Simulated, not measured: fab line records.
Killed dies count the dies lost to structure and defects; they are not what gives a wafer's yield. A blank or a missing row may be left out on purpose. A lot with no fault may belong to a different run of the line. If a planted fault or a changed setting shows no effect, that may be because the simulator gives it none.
Lot-split experiment || flow berkeleyCmos170 || on a route of 331 steps: 5 lots, 23 wafers read

## ABOUT THE SPLIT
At UCB170_CONTACT_CVD_01 (deposits PSG from SiH4/O2/PH3, target thk 700 nm, time 2820 s), the setting o2FlowSccm was moved away from the recipe's 90 sccm on 15 of the 23 wafers read, by -4.3% to +6.2%. For the rest of the wafers, this setting stayed at what the recipe calls for.

The reading is taken at the split's own step.

## THE READING
PSG_of_CONTACT_CVD_01.thkNm (the simulator's own value, which no gauge read), in nm, at UCB170_CONTACT_CVD_01 (deposits PSG from SiH4/O2/PH3, target thk 700 nm, time 2820 s). No usual value for it is given in the file. Here, 8 wafers ran the recipe; their average is 699.4 nm with a standard deviation of 8.7 nm.

{"wafer": "L074.1", "tool, chamber at the split": "-, -", "o2FlowSccm as run, sccm": 94.86, "against the recipe": "+5.4%", "PSG_of_CONTACT_CVD_01.thkNm, nm": 727.5, "against lot-mates on the recipe": "no lot-mate on the recipe"}
{"wafer": "L074.2", "tool, chamber at the split": "-, -", "o2FlowSccm as run, sccm": 94.86, "against the recipe": "+5.4%", "PSG_of_CONTACT_CVD_01.thkNm, nm": 728.1, "against lot-mates on the recipe": "no lot-mate on the recipe"}
{"wafer": "L074.3", "tool, chamber at the split": "-, -", "o2FlowSccm as run, sccm": 94.86, "against the recipe": "+5.4%", "PSG_of_CONTACT_CVD_01.thkNm, nm": 726.1, "against lot-mates on the recipe": "no lot-mate on the recipe"}
{"wafer": "L074.4", "tool, chamber at the split": "-, -", "o2FlowSccm as run, sccm": 94.86, "against the recipe": "+5.4%", "PSG_of_CONTACT_CVD_01.thkNm, nm": 729.7, "against lot-mates on the recipe": "no lot-mate on the recipe"}
{"wafer": "L074.6", "tool, chamber at the split": "-, -", "o2FlowSccm as run, sccm": 94.86, "against the recipe": "+5.4%", "PSG_of_CONTACT_CVD_01.thkNm, nm": 728.6, "against lot-mates on the recipe": "no lot-mate on the recipe"}
{"wafer": "L078.2", "tool, chamber at the split": "-, -", "o2FlowSccm as run, sccm": 95.55, "against the recipe": "+6.2%", "PSG_of_CONTACT_CVD_01.thkNm, nm": 719.9, "against lot-mates on the recipe": "no lot-mate on the recipe"}
{"wafer": "L078.3", "tool, chamber at the split": "-, -", "o2FlowSccm as run, sccm": 95.55, "against the recipe": "+6.2%", "PSG_of_CONTACT_CVD_01.thkNm, nm": 726.2, "against lot-mates on the recipe": "no lot-mate on the recipe"}
{"wafer": "L078.4", "tool, chamber at the split": "-, -", "o2FlowSccm as run, sccm": 95.55, "against the recipe": "+6.2%", "PSG_of_CONTACT_CVD_01.thkNm, nm": 717.7, "against lot-mates on the recipe": "no lot-mate on the recipe"}
{"wafer": "L078.5", "tool, chamber at the split": "-, -", "o2FlowSccm as run, sccm": 95.55, "against the recipe": "+6.2%", "PSG_of_CONTACT_CVD_01.thkNm, nm": 716.9, "against lot-mates on the recipe": "no lot-mate on the recipe"}
{"wafer": "L078.6", "tool, chamber at the split": "-, -", "o2FlowSccm as run, sccm": 95.55, "against the recipe": "+6.2%", "PSG_of_CONTACT_CVD_01.thkNm, nm": 721.9, "against lot-mates on the recipe": "no lot-mate on the recipe"}
{"wafer": "L075.1", "tool, chamber at the split": "-, -", "o2FlowSccm as run, sccm": 90, "against the recipe": "recipe", "PSG_of_CONTACT_CVD_01.thkNm, nm": 689.3, "against lot-mates on the recipe": "-"}
{"wafer": "L075.3", "tool, chamber at the split": "-, -", "o2FlowSccm as run, sccm": 90, "against the recipe": "recipe", "PSG_of_CONTACT_CVD_01.thkNm, nm": 693.9, "against lot-mates on the recipe": "-"}
{"wafer": "L075.6", "tool, chamber at the split": "-, -", "o2FlowSccm as run, sccm": 90, "against the recipe": "recipe", "PSG_of_CONTACT_CVD_01.thkNm, nm": 693.9, "against lot-mates on the recipe": "-"}
{"wafer": "L075.4", "tool, chamber at the split": "-, -", "o2FlowSccm as run, sccm": 90, "against the recipe": "recipe", "PSG_of_CONTACT_CVD_01.thkNm, nm": 696.2, "against lot-mates on the recipe": "-"}
{"wafer": "L075.5", "tool, chamber at the split": "-, -", "o2FlowSccm as run, sccm": 90, "against the recipe": "recipe", "PSG_of_CONTACT_CVD_01.thkNm, nm": 691.3, "against lot-mates on the recipe": "-"}
{"wafer": "L077.1", "tool, chamber at the split": "-, -", "o2FlowSccm as run, sccm": 86.16, "against the recipe": "-4.3%", "PSG_of_CONTACT_CVD_01.thkNm, nm": 684.2, "against lot-mates on the recipe": "no lot-mate on the recipe"}
{"wafer": "L077.2", "tool, chamber at the split": "-, -", "o2FlowSccm as run, sccm": 86.16, "against the recipe": "-4.3%", "PSG_of_CONTACT_CVD_01.thkNm, nm": 685.3, "against lot-mates on the recipe": "no lot-mate on the recipe"}
{"wafer": "L077.3", "tool, chamber at the split": "-, -", "o2FlowSccm as run, sccm": 86.16, "against the recipe": "-4.3%", "PSG_of_CONTACT_CVD_01.thkNm, nm": 681, "against lot-mates on the recipe": "no lot-mate on the recipe"}
{"wafer": "L077.5", "tool, chamber at the split": "-, -", "o2FlowSccm as run, sccm": 86.16, "against the recipe": "-4.3%", "PSG_of_CONTACT_CVD_01.thkNm, nm": 684.8, "against lot-mates on the recipe": "no lot-mate on the recipe"}
{"wafer": "L077.6", "tool, chamber at the split": "-, -", "o2FlowSccm as run, sccm": 86.16, "against the recipe": "-4.3%", "PSG_of_CONTACT_CVD_01.thkNm, nm": 692.3, "against lot-mates on the recipe": "no lot-mate on the recipe"}
{"wafer": "L083.1", "tool, chamber at the split": "lpcvd-01, 0", "o2FlowSccm as run, sccm": 90, "against the recipe": "recipe", "PSG_of_CONTACT_CVD_01.thkNm, nm": 711.5, "against lot-mates on the recipe": "-"}
{"wafer": "L083.2", "tool, chamber at the split": "lpcvd-01, 0", "o2FlowSccm as run, sccm": 90, "against the recipe": "recipe", "PSG_of_CONTACT_CVD_01.thkNm, nm": 706.7, "against lot-mates on the recipe": "-"}
{"wafer": "L083.4", "tool, chamber at the split": "lpcvd-01, 0", "o2FlowSccm as run, sccm": 90, "against the recipe": "recipe", "PSG_of_CONTACT_CVD_01.thkNm, nm": 712.4, "against lot-mates on the recipe": "-"}

THE FIT
A straight line over all 23 wafers: PSG_of_CONTACT_CVD_01.thkNm changes by +3.89 nm for each +1% of o2FlowSccm; r = +0.92; the points scatter about the line by 7.1 nm.
Too few moved wafers have a lot-mate on the recipe to fit a line with each lot's own level taken away.

## THE FILE'S OWN FIT
PSG_of_CONTACT_CVD_01.thkNm changes by +3.89 nm for each +1% of o2FlowSccm, r = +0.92.
